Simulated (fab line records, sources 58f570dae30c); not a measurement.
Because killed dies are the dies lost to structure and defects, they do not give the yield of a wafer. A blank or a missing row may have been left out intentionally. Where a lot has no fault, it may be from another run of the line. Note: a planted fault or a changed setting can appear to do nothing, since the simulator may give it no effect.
fab line records	flow berkeley-cmos170
record lots=6	wafers=18	last-day=12
route steps=331 shown M1@242 V1@254
lots with no fault: from the same line, run without faults
start-h: hours from the record's first day to the start of the lot's first wafer shown	wait-h: hours from the lot's prior step to this one	" same as the row above	L1.1+2: several wafers, shown together as one row	- no value, or no start given	* or withheld: withheld	< > ~ a bound
route shown NAME@n: NAME is a module with steps in the file, n the number in the route of the first one	usual: the fault-free wafers' mean and standard deviation	same: alike in all rows	chamber/n: place in a boat	sites: per-site readings	_std_site: the standard deviation of these	_edge_site: inner sites' mean taken away from outer sites' mean	radius-mm: how far each site lies from the wafer's centre	mask NAME#n: copy n	behind: the tool/chamber that last shaped the wafer	hold: the reason the lot was held/the length of the hold in hours/how it ended	device: names the non-switching transistor (n, p or np)	end of line: the tests these same wafers got at the end of their route	a step with no rows: only its recipe	killed: the dies lost at the first sort to structure and to defects; this is not the yield of the wafer	map: shows each die of a wafer: x if killed, . if not, _ if none is there
set.NAME: setting as actually run; set.NAME@STEP: the setting as run at that earlier step	model.NAME: the simulator's own value behind a step, which no gauge read
lots at some steps of the route; a table a step, a row a wafer
services: a tool's chamber out of use, with start hour (start-h, from the record's first day; less than 0 if before it), hours out, and reason
## steps
# step UCB170_M1_COAT_04
# recipe resist=KrF	spin-rpm=1500	resist-thk-nm=900
# step UCB170_M1_SOFTBAKE_05
# recipe resist=KrF	temp-c=130	time-s=60
# step UCB170_M1_EXPOSE_06
# recipe mask-id=METAL1	target-cd-nm=700	na=0.5	sigma-outer=0.6	source-shape=conventional	dose-mj=21
# step UCB170_M1_PEB_07
# recipe peb-temp-c=130	peb-time-s=withheld	resist=KrF
# step UCB170_M1_DEVELOP_08
# recipe developer=TMAH	develop-time-s=45	resist=KrF	dev-temp-c=21
# step UCB170_M1_CD_MEAS_09
# recipe target-cd-nm=700
# usual cd-nm=699.7/1.2
lot.wafer	tool	chamber	start-h	wait-h	cd-nm
L697.1	cd-sem-01	-	188.37	-	699.7
L697.2	"	-	"	"	699.2
L697.6	"	-	"	"	699.5
L701.1	cd-sem-01	-	208.88	-	700.4
L701.2	"	-	"	"	700.8
L701.4	"	-	"	"	701.6
L710.3	cd-sem-02	-	247.49	-	699.2
L710.4	"	-	"	"	698.6
L710.5	"	-	"	"	698.4
L706.1	cd-sem-01	-	248.00	-	700.2
L706.2	"	-	"	"	698.8
L706.4	"	-	"	"	699.9
L712.1	cd-sem-01	-	249.12	-	698.4
L712.4	"	-	"	"	699.7
L712.6	"	-	"	"	699.9
L716.2	cd-sem-02	-	262.27	-	699.2
L716.4	"	-	"	"	699.7
L716.6	"	-	"	"	699.4
# step UCB170_M1_OVL_MEAS_10
# usual M1_OVL=0/5.8
lot.wafer	tool	chamber	start-h	wait-h	M1_OVL[nm]
L697.1	overlay-02	-	188.49	0.1	1
L697.2	"	-	"	"	-2
L697.6	"	-	"	"	-2
L701.1	overlay-02	-	209.00	0.1	2
L701.2	"	-	"	"	-2
L701.4	"	-	"	"	1
L710.3	overlay-01	-	247.58	0.1	-5
L710.4	"	-	"	"	-6
L710.5	"	-	"	"	-2
L706.1	overlay-01	-	248.12	0.1	3
L706.2	"	-	"	"	-1
L706.4	"	-	"	"	4
L712.1	overlay-02	-	249.24	0.1	-11
L712.4	"	-	"	"	-2
L712.6	"	-	"	"	-1
L716.2	overlay-01	-	262.37	0.1	-5
L716.4	"	-	"	"	-7
L716.6	"	-	"	"	-6
# step UCB170_M1_ETCH_11
# recipe chemistry=N2/H2	target-depth-a=withheld	overetch-a=withheld	target=BARC	time-s=withheld	source-w=500	bias-w=100	pressure-mtorr=30	n2-flow-sccm=100	h2-flow-sccm=200
# usual drypump-motor-current-A=5.7/0.54	h2-flow-sccm=200.0/0.6	oes-product-au=1.001/0.019	throttle-valve-pct=13.27/0.12
lot.wafer	tool	chamber	start-h	wait-h	drypump-motor-current-A	h2-flow-sccm	oes-product-au	throttle-valve-pct
L697.1	rie-diel-03	3	188.53	0.0	6.7	200.4	1.003	13.47
L697.2	"	2	"	"	5.0	200.1	1.018	13.30
L697.6	"	1	"	"	6.4	199.6	1.003	13.26
L701.1	rie-diel-04	1	209.04	0.0	5.7	199.5	0.970	13.28
L701.2	"	0	"	"	5.7	199.9	0.996	13.22
L701.4	"	2	"	"	5.7	199.9	1.013	13.13
L710.3	rie-diel-04	1	247.61	0.0	5.6	201.2	0.967	13.26
L710.4	"	3	"	"	5.9	199.4	0.989	13.30
L710.5	"	1	"	"	5.6	201.5	0.964	13.28
L706.1	rie-diel-03	3	248.15	0.0	6.7	200.2	0.995	13.48
L706.2	"	1	"	"	6.5	200.0	1.011	13.25
L706.4	"	0	"	"	5.4	199.7	1.012	13.33
L712.1	rie-diel-02	3	249.27	0.0	5.7	199.9	1.007	13.09
L712.4	"	0	"	"	4.8	200.2	1.034	12.99
L712.6	"	1	"	"	6.0	199.5	0.961	13.28
L716.2	rie-diel-03	1	262.40	0.0	6.5	200.6	1.003	13.26
L716.4	"	0	"	"	5.4	200.5	1.013	13.33
L716.6	"	2	"	"	5.1	200.8	1.015	13.30
# step UCB170_M1_METAL_ETCH_12
# recipe chemistry=Cl2/BCl3	target=Al	stop-on=PSG	pressure-mtorr=12	target-depth-a=7800	over-etch-frac=0.3	time-s=130	icp-w=583.9	bias-w=120	Cl2_flow_sccm=90	bcl3-flow-sccm=45
# usual drypump-motor-current-A=5.6/0.64	oes-product-au=0.857/0.015	throttle-valve-pct=24.38/0.16
# same time-s=130
lot.wafer	tool	chamber	start-h	wait-h	drypump-motor-current-A	oes-product-au	rf-hours-counter-h	throttle-valve-pct
L697.1	rie-metal-01	0	188.57	-	4.8	0.842	9	24.49
L697.2	"	1	"	"	6.0	0.873	9	24.48
L697.6	"	1	"	"	6.0	0.861	-	24.46
L701.1	rie-metal-04	1	209.08	-	5.6	0.891	4	24.06
L701.2	"	0	"	"	6.5	0.847	2	24.54
L701.4	"	0	"	"	6.5	0.850	-	24.56
L710.3	rie-metal-04	1	247.69	-	5.6	0.881	-	24.06
L710.4	"	0	"	"	6.5	0.844	-	24.55
L710.5	"	0	"	"	6.5	0.849	-	24.54
L706.1	rie-metal-02	0	248.20	-	6.1	0.857	2	24.29
L706.2	"	1	"	"	4.8	0.850	3	24.37
L706.4	"	1	"	"	4.8	0.848	-	24.37
L712.1	rie-metal-02	0	249.31	-	6.1	0.839	3	24.27
L712.4	"	1	"	"	4.8	0.837	-	24.37
L712.6	"	1	"	"	4.8	0.850	-	24.38
L716.2	rie-metal-02	0	262.44	-	6.1	0.850	3	24.27
L716.4	"	1	"	"	4.8	0.858	-	24.38
L716.6	"	1	"	"	4.8	0.851	-	24.37
# step UCB170_M1_STRIP_13
# recipe chemistry=O2	power-w=400	pressure-mtorr=3500	platen-temp-c=withheld	o2-flow-sccm=400	overash-fraction=0.5
# usual drypump-motor-current-A=5.8/0.32	oes-product-au=0.721/0.0046
lot.wafer	tool	chamber	start-h	wait-h	drypump-motor-current-A	oes-product-au	rf-hours-counter-h
L697.1	plasma-asher-01	0	188.70	0.1	5.2	0.723	44
L697.2	"	1	"	"	5.7	0.728	44
L697.6	"	0	"	"	5.2	0.718	-
L701.1	plasma-asher-03	0	209.21	0.1	6.3	0.713	48
L701.2	"	1	"	"	5.6	0.713	48
L701.4	"	1	"	"	5.6	0.723	-
L710.3	plasma-asher-01	1	247.81	0.1	5.7	0.720	-
L710.4	"	0	"	"	5.2	0.715	-
L710.5	"	0	"	"	5.2	0.720	-
L706.1	plasma-asher-01	1	248.33	0.1	5.7	0.712	52
L706.2	"	0	"	"	5.2	0.721	52
L706.4	"	0	"	"	5.2	0.727	-
L712.1	plasma-asher-02	1	249.48	0.1	6.1	0.722	18
L712.4	"	0	"	"	5.8	0.721	-
L712.6	"	0	"	"	5.9	0.725	-
L716.2	plasma-asher-01	0	262.58	0.1	5.2	0.719	55
L716.4	"	0	"	"	5.3	0.722	-
L716.6	"	0	"	"	5.2	0.726	-
# step UCB170_M1_CD_MEAS_90
# recipe target-cd-nm=700
# usual cd-nm=700.8/2
lot.wafer	tool	chamber	start-h	wait-h	cd-nm
L697.1	cd-sem-02	-	188.80	0.1	701.8
L697.2	"	-	"	"	700.7
L697.6	"	-	"	"	703.9
L701.1	cd-sem-01	-	209.31	0.1	702.6
L701.2	"	-	"	"	704.3
L701.4	"	-	"	"	702.8
L710.3	cd-sem-02	-	247.92	0.1	701.8
L710.4	"	-	"	"	696.9
L710.5	"	-	"	"	699.0
L706.1	cd-sem-02	-	248.45	0.1	699.6
L706.2	"	-	"	"	699.4
L706.4	"	-	"	"	699.0
L712.1	cd-sem-02	-	249.58	0.1	697.3
L712.4	"	-	"	"	699.4
L712.6	"	-	"	"	700.7
L716.2	cd-sem-01	-	262.74	0.1	699.4
L716.4	"	-	"	"	702.4
L716.6	"	-	"	"	700.2
# step UCB170_M1_ANNEAL_14
# recipe temp-c=400	time-s=1200	ambient=forming-gas
# step UCB170_V1_CVD_00
# recipe material=SiO2	target-thk-nm=2000	temp-c=390	precursor=TEOS/O2	time-s=250	rf-w=550	pressure-mtorr=9000
# usual heater-power-w=236/77
lot.wafer	tool	chamber	start-h	wait-h	heater-power-w	since-wet-clean-h	model.SiO2_of_V1_CVD_00.thk-nm
L697.1	pecvd-02	2	190.26	0.0	137	376	1956
L697.2	"	0	"	"	267	376	1984
L697.6	"	0	"	"	330	-	2003
L701.1	pecvd-04	2	211.13	0.0	343	183	1965
L701.2	"	0	"	"	303	183	1976
L701.4	"	0	"	"	246	-	2024
L710.3	pecvd-04	0	250.49	0.0	318	222	1334
L710.4	"	2	"	"	305	-	2021
L710.5	"	1	"	"	288	-	2000
L706.1	pecvd-04	0	250.65	0.2	318	222	1312
L706.2	"	2	"	"	315	222	1967
L706.4	"	2	"	"	415	-	2064
L712.1	pecvd-01	2	251.98	0.2	258	331	1978
L712.4	"	0	"	"	207	-	2020
L712.6	"	1	"	"	168	-	1996
L716.2	pecvd-02	1	281.96	0.0	130	25	1953
L716.4	"	2	"	"	113	-	1998
L716.6	"	0	"	"	222	-	2009
# step UCB170_V1_THK_MEAS_01
# recipe reads=SiO2_of_V1_CVD_00
# usual V1_TEOS_THK=1997/23
lot.wafer	tool	chamber	start-h	wait-h	V1_TEOS_THK[nm]
L697.1	film-metro-04	-	190.41	0.1	1954
L697.2	"	-	"	"	1984
L697.6	"	-	"	"	2002
L701.1	film-metro-01	-	211.29	0.1	1965
L701.2	"	-	"	"	1976
L701.4	"	-	"	"	2023
L706.1	film-metro-03	-	250.81	0.1	1311
L706.2	"	-	"	"	1966
L706.4	"	-	"	"	2064
L710.3	film-metro-04	-	250.81	0.2	1334
L710.4	"	-	"	"	2023
L710.5	"	-	"	"	1999
L712.1	film-metro-03	-	252.14	0.1	1979
L712.4	"	-	"	"	2021
L712.6	"	-	"	"	1994
L716.2	film-metro-03	-	282.12	0.1	1952
L716.4	"	-	"	"	1998
L716.6	"	-	"	"	2009
# step UCB170_V1_CMP_02
# recipe material=SiO2	down-force-psi=6	platen-rpm=60	pad-velocity-m-s=0.75398
# usual motor-current-A=16.8/1.8	platen-rpm=60.00/0.041
lot.wafer	tool	chamber	start-h	wait-h	motor-current-A	platen-rpm
L697.1	cmp-02	1	190.47	0.1	14.6	60.04
L697.2	"	2	"	"	19.1	60.01
L697.6	"	1	"	"	14.6	60.03
L701.4	cmp-02	1	211.35	0.0	14.8	59.96
L701.2	"	2	"	"	19.7	60.03
L701.1	"	0	"	"	18.2	60.01
L710.4	cmp-01	3	250.85	0.0	17.2	60.03
L710.3	"	0	"	"	16.8	60.00
L710.5	"	3	"	"	17.4	59.98
L706.1	cmp-02	3	251.09	0.3	17.4	60.07
L706.2	"	0	"	"	17.1	60.01
L706.4	"	2	"	"	18.5	59.95
L712.4	cmp-01	0	252.44	0.3	16.5	60.02
L712.1	"	1	"	"	18.3	60.02
L712.6	"	2	"	"	13.8	60.01
L716.2	cmp-02	3	282.57	0.4	17.8	60.04
L716.4	"	0	"	"	17.4	59.99
L716.6	"	2	"	"	19.8	60.06
## services
tool	chamber	start-h	hours	kind
rie-diel-04	-	174.03	14.6	pm
plasma-asher-03	-	185.98	2.8	pm
rie-diel-02	1	191.31	4.4	repair
pecvd-02	1	192.32	3.5	repair
rie-diel-04	0	221.25	2.5	repair
rie-diel-03	-	230.53	2.8	pm
cmp-01	-	232.21	4.0	pm
rie-diel-03	-	234.64	0.3	repair
cmp-01	-	236.21	-	consumable-replace:conditioner
cmp-01	-	236.21	-	consumable-replace:pad
pecvd-01	-	239.57	1.2	repair
pecvd-02	-	242.50	14.0	pm
pecvd-02	0	242.50	14.0	vent-cycle
pecvd-02	1	242.50	14.0	vent-cycle
pecvd-02	2	242.50	14.0	vent-cycle
plasma-asher-03	-	247.52	28.1	pm
rie-diel-04	1	249.96	4.0	repair
rie-metal-04	1	251.01	1.6	repair
rie-metal-02	-	255.69	1.1	repair
rie-diel-04	2	255.85	-	clean
rie-diel-04	2	255.85	15.9	scheduled-down
rie-diel-02	3	259.21	12.3	repair
cmp-01	-	278.13	6.2	pm
rie-diel-03	-	278.33	0.6	repair
## key
first-sign step=UCB170_V1_THK_MEAS_01	reading=V1_TEOS_THK	direction=down	sigmas=29	usual=1997	struck=1323
effect none on later readings
model-effect step=UCB170_V1_CVD_00	value=SiO2_of_V1_CVD_00.thk-nm	without=2001	struck=1323
met-at UCB170_V1_CVD_00
struck-wafers L706.1,L710.3
sort-left-out L706.1,L710.3
onset-between 211.13 250.49
fault kind=process-parameter-drift	tool=pecvd-04	chamber=0	onset-h=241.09	steps=UCB170_V1_CVD_00	channel=target-thk-nm	offset=-682.94	shape=step	end-h=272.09	acts-in=these-recipes-only	stated=2000
# sort-left-out: the simulated sort isn't trusted on such a fault, so these wafers' sort isn't shown, and their yield isn't known
